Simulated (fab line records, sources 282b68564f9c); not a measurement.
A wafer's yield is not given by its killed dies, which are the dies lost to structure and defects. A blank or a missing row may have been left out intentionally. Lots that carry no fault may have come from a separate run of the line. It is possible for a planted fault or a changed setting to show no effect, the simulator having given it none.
Code-filled problem report in 8D (eight disciplines) form | flow ritCmos | the parts of the form that need people (team, actions taken, sign-off) are left out

== 1. WHAT WENT WRONG ==
At RIT_ACTIVE_COAT_06, spinSpeedRpm averages 3376.7 rpm over 9 wafers from 3 lots, while fault-free wafers read 3250.8 rpm, standard deviation 1.9. That is +66 standard deviations from the usual mean.
The step: resist thk 1000 nm.
First observed at day 4 22:32: wafer L484.1, on lithoTrack-02. The record holds 21 wafers of 7 lots with a number at this step. Rule for "out" (also "out of limits"): further than 4 standard deviations from the usual mean. The other wafers with a number count as sound.

== 2. WHAT IT IS, AND WHAT IT ISN'T ==
question                    | is                     | is not
which readings at this step | spinSpeedRpm           | -
which lots                  | L484, L486, L487       | L470, L483, L488, L489
which wafers of those lots  | all that have a number | -
read on which tools         | lithoTrack-02          | lithoTrack-03
when                        | from day 4 22:32       | up to then (6 sound wafers); but 6 sound wafers of L488, L489 came after

== 3. SUSPECTS, AND WHAT RULES EACH OUT ==
Counting: any tool at a process step up to the reading is kept as a suspect provided that every lot that is out went through it and no sound lot did after the first of them.
- lithoTrack-02 at RIT_ACTIVE_COAT_06 (resist thk 1000 nm): kept. It processed each lot that is out, first L484 at day 4 22:32, and no sound lot thereafter; up to then, the last sound lot it processed was L483 at day 4 18:00. Its own spinSpeedRpm readings are out on those wafers.
Left after counting: lithoTrack-02 at RIT_ACTIVE_COAT_06.

== 4. THE CAUSE (what the simulator had put in) ==
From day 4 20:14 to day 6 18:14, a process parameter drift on lithoTrack-02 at RIT_ACTIVE_COAT_06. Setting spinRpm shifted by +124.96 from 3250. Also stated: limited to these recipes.
This tool alone remained once counting was done.

== 5. THE CHAIN OF EFFECTS, in route order ==
Each row: a reading where the mean over the struck wafers with a number is more than 3 standard deviations away from the usual. Scope: only readings with a usual standard deviation given in the record; hours: median across lots of the time from each lot's start at the first step in this table that gives one to its start at this step; sigmas: change in usual standard deviations.
hours | step               | reading      | usual      | on struck wafers | change | sigmas
0     | RIT_ACTIVE_COAT_06 | spinSpeedRpm | 3250.8 rpm | 3376.7           | +125.9 | +66
Its process steps:
- RIT_ACTIVE_COAT_06: resist thk 1000 nm.
Later steps that measure or inspect, where all struck wafers having a row at the step show a number for every such reading and not one has moved that far: RIT_ACTIVE_CD_MEAS_11.

== 6. WHAT WOULD HAVE CAUGHT IT SOONER ==
First out-of-limits reading in this record: day 4 22:32, which is 2 hours after fault onset at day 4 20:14.
